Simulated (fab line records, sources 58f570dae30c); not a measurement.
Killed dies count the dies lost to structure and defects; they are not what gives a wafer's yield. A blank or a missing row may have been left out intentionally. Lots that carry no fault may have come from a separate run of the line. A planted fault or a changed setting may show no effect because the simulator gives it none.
The same fault as seen by 2 desks -- flow berkeley_cmos170 -- numbers are kept per desk, each desk with only its own; the story behind them comes last

THE METROLOGY DESK
Lot by lot, what the gauges showed, no matter which tool ran the lot: averages of those sampled wafers that carry a number. If a lot's mean is further than 4 standard deviations from the usual mean, the lot is out of limits and carries the mark OUT (the distance appears in the brackets). Shown here are 7 of its 11 readings, the ones lying furthest out on some lot.
Columns: A = cd_nm at UCB170_M2_CD_MEAS_15, usual 700.4 nm; B = M2_OVL at UCB170_M2_OVL_MEAS_16, usual 2 nm; C = cd_nm at UCB170_M2_CD_MEAS_90, usual 700 nm; D = V2_TEOS_THK at UCB170_V2_THK_MEAS_01, usual 1985 nm; E = V2_POLISHED_THK at UCB170_V2_THK_MEAS_04, usual 1000.2 nm; F = V2_OVL at UCB170_V2_OVL_MEAS_13, usual -3 nm; G = cd_nm at UCB170_V2_CD_MEAS_90, usual 699.7 nm
lot,first seen here,A,B,C,D,E,F,G
L567,day 11 07:34,702.9,-1,704,1974,999.3,-6,698.8
L572,day 12 04:11,702.3,9,700,2002,1001.7,-4,698.0
L577,day 13 02:59,700.2,0,698,2012,1001.9,-12,699.7
L576,day 13 07:23,702.5,0,704,1941,1000.8,-6,700.0
L580,day 13 11:32,701.1,0,709,1957,999.7,-8,701.5
Result from this desk: across the 5 lots, nothing is out of limits.

THE TOOL OWNER'S DESK: rie_diel-03
The tool's own readings at UCB170_M2_ETCH_17 (etches BARC in N2/H2): means of the sampled wafers that have a number, for each lot that ran on this tool. If a lot's mean is further than 4 standard deviations from the usual mean, the lot is out of limits and carries the mark OUT (the distance appears in the brackets).
Columns: A = drypump_motor_current_A at UCB170_M2_ETCH_17, usual 5.9 A; B = oes_product_au at UCB170_M2_ETCH_17, usual 0.996 a.u.; C = throttle_valve_pct at UCB170_M2_ETCH_17, usual 13.43 %
lot,first seen here,A,B,C
L567,day 11 07:43,5.7,0.979,13.42
L572,day 12 04:20,5.6,1.005,13.34
L576,day 13 07:31,5.6,0.993,13.34
Result from this desk: across the 3 lots, nothing is out of limits.

TAKEN TOGETHER
The metrology desk saw nothing out of limits.
The tool owner's desk saw nothing out of limits.

WHAT THE SIMULATOR PUT IN
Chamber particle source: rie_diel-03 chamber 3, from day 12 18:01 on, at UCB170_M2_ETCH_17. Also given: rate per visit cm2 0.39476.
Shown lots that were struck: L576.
